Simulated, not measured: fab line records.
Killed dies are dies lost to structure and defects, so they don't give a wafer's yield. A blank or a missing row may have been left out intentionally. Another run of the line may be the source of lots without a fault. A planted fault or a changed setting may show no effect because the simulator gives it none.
Which of the tools did it?	flow berkeley_cmos170	42 wafers sampled from 14 lots at 1 step of a route of 331

== WHAT EACH GAUGE READ, for each wafer ==
UCB170_PWELL_THK_MEAS_03.
lot	measured	on	PWELL_OXIDE_THK (nm)
L842	day 2 21:04	film_metro-02	25.7 25.6 26.0
L843	day 3 08:19	film_metro-04	25.0 25.1 25.3
L845	day 3 19:30	film_metro-04	27.2 27.1 26.9
L848	day 4 08:50	film_metro-02	27.7 27.3 27.4
L850	day 4 14:56	film_metro-04	27.0 27.0 27.1
L856	day 5 19:34	film_metro-04	26.5 27.3 27.2
L859	day 6 15:10	film_metro-01	25.6 26.1 25.8
L860	day 6 15:10	film_metro-04	26.3 26.0 26.0
L858	day 6 15:11	film_metro-02	26.3 26.0 26.0
L861	day 7 06:27	film_metro-02	27.1 26.1 26.6
L862	day 7 06:27	film_metro-04	26.6 26.3 26.8
L863	day 7 20:47	film_metro-02	25.7 26.3 25.5
L864	day 7 20:47	film_metro-01	26.4 26.8 26.6
L865	day 8 05:10	film_metro-01	26.0 26.0 25.8

== WHAT TOOL EACH LOT RAN ON (gives the tool, then ch and the chambers of the sampled wafers, and finally the start) ==
The record holds no process step before these readings.

== WHAT THE TOOLS THEMSELVES READ (means of the sampled wafers that have a number; where no wafer has one, the mark that the record gives instead) ==
The record holds no such reading with a usual standard deviation.

== THE ANSWER, worked out from the rows above alone ==
Rule: the lots themselves supply what counts as usual. Put in order of their means at a reading, lots are off if they are a third of the lots or fewer, leave a main group of 4 or more, and stand apart from it by a gap of 3 or more times the standard deviation of the main group's means; of several such gaps the widest counts. A main group is skipped when, at the precision printed for the reading in the tables above, its means are all equal. Also off: a lot with no number at a reading for which 4 or more lots have one. The other lots that the step has rows for count as sound. After the gauges, taken in route order, come the tools' own readings; for these a lot's mean is taken, as printed above. At the first step where some lot is off, the reading lying furthest off is the one used; lots without a number count as furthest.
No lot is off on any of the readings shown, so nothing can be concluded from this.

== WHAT WAS PUT IN BY THE SIMULATOR ==
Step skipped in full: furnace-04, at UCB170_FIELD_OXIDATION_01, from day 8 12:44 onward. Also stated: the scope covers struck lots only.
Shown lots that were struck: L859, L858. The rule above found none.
